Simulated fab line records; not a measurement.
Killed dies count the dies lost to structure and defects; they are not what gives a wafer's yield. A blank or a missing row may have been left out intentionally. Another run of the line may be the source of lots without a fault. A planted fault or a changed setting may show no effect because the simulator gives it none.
Which tool is to blame? || flow ritCmos || 14 lots with 42 wafers sampled at 4 steps, on a route of 202 steps

## WHAT THE GAUGES SHOWED, per wafer
RIT_PSD_OVL_MEAS_06.
{"lot": "L375", "measured": "day 3 03:08", "on": "overlay-01", "PSD_OVL (nm)": "1.7 2.9 4.1"}
{"lot": "L376", "measured": "day 3 07:14", "on": "overlay-01", "PSD_OVL (nm)": "1.0 -0.4 0.6"}
{"lot": "L377", "measured": "day 3 14:40", "on": "overlay-02", "PSD_OVL (nm)": "-1.2 -0.9 0.0"}
{"lot": "L379", "measured": "day 4 02:23", "on": "overlay-01", "PSD_OVL (nm)": "-2.2 1.5 1.4"}
{"lot": "L380", "measured": "day 4 04:19", "on": "overlay-01", "PSD_OVL (nm)": "-0.5 0.6 -0.3"}
{"lot": "L381", "measured": "day 4 11:46", "on": "overlay-01", "PSD_OVL (nm)": "1.0 -0.6 1.6"}
{"lot": "L382", "measured": "day 4 16:47", "on": "overlay-01", "PSD_OVL (nm)": "0.6 2.9 -0.4"}
{"lot": "L383", "measured": "day 4 19:11", "on": "overlay-01", "PSD_OVL (nm)": "2.2 0.2 -0.8"}
{"lot": "L384", "measured": "day 4 23:26", "on": "overlay-01", "PSD_OVL (nm)": "-1.1 -0.3 -0.4"}
{"lot": "L385", "measured": "day 5 07:51", "on": "overlay-02", "PSD_OVL (nm)": "-0.9 -1.3 -1.5"}
{"lot": "L386", "measured": "day 5 09:53", "on": "overlay-02", "PSD_OVL (nm)": "-1.4 -0.9 -1.6"}
{"lot": "L388", "measured": "day 5 21:44", "on": "overlay-02", "PSD_OVL (nm)": "0.5 -1.2 0.5"}
{"lot": "L391", "measured": "day 6 11:02", "on": "overlay-01", "PSD_OVL (nm)": "-0.6 -0.4 -0.9"}
{"lot": "L393", "measured": "day 7 02:54", "on": "overlay-02", "PSD_OVL (nm)": "0.4 0.5 -0.4"}

RIT_M1_RS_MEAS_01: uses a four-point probe to measure.
{"lot": "L375", "measured": "day 3 07:40", "on": "filmMetro-02", "M1_AL_RS (ohm/sq)": "0.0694 0.0697 0.0697"}
{"lot": "L376", "measured": "day 3 12:05", "on": "filmMetro-02", "M1_AL_RS (ohm/sq)": "0.0688 0.0696 0.0691"}
{"lot": "L377", "measured": "day 3 19:18", "on": "filmMetro-02", "M1_AL_RS (ohm/sq)": "0.0705 0.0700 0.0702"}
{"lot": "L379", "measured": "day 4 07:17", "on": "filmMetro-02", "M1_AL_RS (ohm/sq)": "0.0707 0.0697 0.0698"}
{"lot": "L380", "measured": "day 4 08:55", "on": "filmMetro-01", "M1_AL_RS (ohm/sq)": "0.0705 0.0703 0.0703"}
{"lot": "L381", "measured": "day 4 16:55", "on": "filmMetro-04", "M1_AL_RS (ohm/sq)": "0.0704 0.0704 0.0702"}
{"lot": "L382", "measured": "day 4 22:00", "on": "filmMetro-04", "M1_AL_RS (ohm/sq)": "0.0690 0.0695 0.0693"}
{"lot": "L383", "measured": "day 5 00:07", "on": "filmMetro-01", "M1_AL_RS (ohm/sq)": "0.0703 0.0696 0.0702"}
{"lot": "L384", "measured": "day 5 04:12", "on": "filmMetro-02", "M1_AL_RS (ohm/sq)": "0.0692 0.0695 0.0690"}
{"lot": "L385", "measured": "day 5 12:23", "on": "filmMetro-01", "M1_AL_RS (ohm/sq)": "0.0706 0.0704 0.0697"}
{"lot": "L386", "measured": "day 5 18:52", "on": "filmMetro-01", "M1_AL_RS (ohm/sq)": "0.0696 0.0698 0.0699"}
{"lot": "L388", "measured": "day 6 02:20", "on": "filmMetro-02", "M1_AL_RS (ohm/sq)": "0.0697 0.0697 0.0702"}
{"lot": "L391", "measured": "day 6 15:41", "on": "filmMetro-01", "M1_AL_RS (ohm/sq)": "0.0926 0.0694 0.0696"}
{"lot": "L393", "measured": "day 7 07:43", "on": "filmMetro-04", "M1_AL_RS (ohm/sq)": "0.0692 0.0931 0.0696"}

RIT_M1_THK_MEAS_02: measures by xrf.
{"lot": "L375", "measured": "day 3 07:46", "on": "filmMetro-02", "M1_AL_THK (nm)": "416 415 414"}
{"lot": "L376", "measured": "day 3 12:11", "on": "filmMetro-02", "M1_AL_THK (nm)": "420 416 417"}
{"lot": "L377", "measured": "day 3 19:25", "on": "filmMetro-02", "M1_AL_THK (nm)": "411 415 414"}
{"lot": "L379", "measured": "day 4 07:23", "on": "filmMetro-02", "M1_AL_THK (nm)": "410 414 413"}
{"lot": "L380", "measured": "day 4 09:02", "on": "filmMetro-01", "M1_AL_THK (nm)": "412 411 410"}
{"lot": "L381", "measured": "day 4 17:02", "on": "filmMetro-04", "M1_AL_THK (nm)": "409 407 409"}
{"lot": "L382", "measured": "day 4 22:07", "on": "filmMetro-04", "M1_AL_THK (nm)": "415 413 414"}
{"lot": "L383", "measured": "day 5 00:14", "on": "filmMetro-01", "M1_AL_THK (nm)": "405 411 409"}
{"lot": "L384", "measured": "day 5 04:19", "on": "filmMetro-02", "M1_AL_THK (nm)": "416 412 417"}
{"lot": "L385", "measured": "day 5 12:30", "on": "filmMetro-01", "M1_AL_THK (nm)": "406 411 413"}
{"lot": "L386", "measured": "day 5 18:59", "on": "filmMetro-01", "M1_AL_THK (nm)": "413 412 412"}
{"lot": "L388", "measured": "day 6 02:27", "on": "filmMetro-02", "M1_AL_THK (nm)": "417 419 411"}
{"lot": "L391", "measured": "day 6 15:49", "on": "filmMetro-01", "M1_AL_THK (nm)": "311 417 412"}
{"lot": "L393", "measured": "day 7 07:50", "on": "filmMetro-04", "M1_AL_THK (nm)": "414 311 412"}

## WHAT TOOL EACH LOT RAN ON (gives the tool, then ch and the chambers of the sampled wafers, and finally the start)
{"lot": "L375", "RIT_M1_SPUTTER_00": "pvdSputter-03, day 3 07:20"}
{"lot": "L376", "RIT_M1_SPUTTER_00": "pvdSputter-01, day 3 11:44"}
{"lot": "L377", "RIT_M1_SPUTTER_00": "pvdSputter-03, day 3 19:01"}
{"lot": "L379", "RIT_M1_SPUTTER_00": "pvdSputter-03, day 4 06:58"}
{"lot": "L380", "RIT_M1_SPUTTER_00": "pvdSputter-02, day 4 08:37"}
{"lot": "L381", "RIT_M1_SPUTTER_00": "pvdSputter-01, day 4 16:37"}
{"lot": "L382", "RIT_M1_SPUTTER_00": "pvdSputter-03, day 4 21:42"}
{"lot": "L383", "RIT_M1_SPUTTER_00": "pvdSputter-01, day 4 23:49"}
{"lot": "L384", "RIT_M1_SPUTTER_00": "pvdSputter-03, day 5 03:53"}
{"lot": "L385", "RIT_M1_SPUTTER_00": "pvdSputter-02, day 5 12:05"}
{"lot": "L386", "RIT_M1_SPUTTER_00": "pvdSputter-03, day 5 18:35"}
{"lot": "L388", "RIT_M1_SPUTTER_00": "pvdSputter-03, day 6 02:02"}
{"lot": "L391", "RIT_M1_SPUTTER_00": "pvdSputter-03, day 6 15:24"}
{"lot": "L393", "RIT_M1_SPUTTER_00": "pvdSputter-03, day 7 07:25"}
- RIT_M1_SPUTTER_00: material Al, target thk 400 nm, time 522.8 s.

## AS READ BY THE TOOLS THEMSELVES (means over the sampled wafers that have a number; for cases with no such wafer, the mark the record gives instead)
RIT_M1_SPUTTER_00.
{"lot": "L375", "tool": "pvdSputter-03", "chamberPressurePa (Pa)": 0.4000, "throttleValvePct (%)": 29.7}
{"lot": "L376", "tool": "pvdSputter-01", "chamberPressurePa (Pa)": 0.3995, "throttleValvePct (%)": 29.1}
{"lot": "L377", "tool": "pvdSputter-03", "chamberPressurePa (Pa)": 0.4001, "throttleValvePct (%)": 28.9}
{"lot": "L379", "tool": "pvdSputter-03", "chamberPressurePa (Pa)": 0.3994, "throttleValvePct (%)": 29.8}
{"lot": "L380", "tool": "pvdSputter-02", "chamberPressurePa (Pa)": 0.3990, "throttleValvePct (%)": 31.2}
{"lot": "L381", "tool": "pvdSputter-01", "chamberPressurePa (Pa)": 0.4000, "throttleValvePct (%)": 29.6}
{"lot": "L382", "tool": "pvdSputter-03", "chamberPressurePa (Pa)": 0.4000, "throttleValvePct (%)": 30.3}
{"lot": "L383", "tool": "pvdSputter-01", "chamberPressurePa (Pa)": 0.4003, "throttleValvePct (%)": 29.2}
{"lot": "L384", "tool": "pvdSputter-03", "chamberPressurePa (Pa)": 0.4003, "throttleValvePct (%)": 30.0}
{"lot": "L385", "tool": "pvdSputter-02", "chamberPressurePa (Pa)": 0.3993, "throttleValvePct (%)": 30.2}
{"lot": "L386", "tool": "pvdSputter-03", "chamberPressurePa (Pa)": 0.3997, "throttleValvePct (%)": 30.0}
{"lot": "L388", "tool": "pvdSputter-03", "chamberPressurePa (Pa)": 0.4002, "throttleValvePct (%)": 29.8}
{"lot": "L391", "tool": "pvdSputter-03", "chamberPressurePa (Pa)": 0.3994, "throttleValvePct (%)": 29.5}
{"lot": "L393", "tool": "pvdSputter-03", "chamberPressurePa (Pa)": 0.4001, "throttleValvePct (%)": 29.1}

## THE ANSWER, worked out from the rows above alone
Rule: the usual values come from the lots themselves. Put in order of their means at a reading, lots are off if they are a third of the lots or fewer, leave a main group of 4 or more, and stand apart from it by a gap of 3 or more times the standard deviation of the main group's means; of several such gaps the widest counts. A main group is skipped when, at the precision printed for the reading in the tables above, its means are all equal. A lot without any number at a reading at which 4 lots or more have one is off too. Where the step has rows for the other lots, those lots are counted as sound. The gauges are gone through in route order, then the tools' own readings, and for those a lot's mean is taken as printed above. At the first step where some lot is off, the reading lying furthest off is the one used; lots without a number count as furthest.
Off: L391, L393, seen at RIT_M1_RS_MEAS_01 (M1_AL_RS). For the main group the mean is 0.0698 ohm/sq and the standard deviation 0.00042.
A tool fits if, at a process step before that reading, it ran every lot that is off, and no sound lot after the first of them. The gauges at RIT_M1_RS_MEAS_01 are tried like those tools. One fits: RIT_M1_SPUTTER_00 on pvdSputter-03. A fault onset in the window from L388 (day 6 02:02, its last sound lot) to L391 (day 6 15:24, its first lot off) fits.

## WHAT THE SIMULATOR HAD PUT IN
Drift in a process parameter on pvdSputter-03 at RIT_M1_SPUTTER_00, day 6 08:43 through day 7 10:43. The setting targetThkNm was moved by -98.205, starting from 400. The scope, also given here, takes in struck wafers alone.
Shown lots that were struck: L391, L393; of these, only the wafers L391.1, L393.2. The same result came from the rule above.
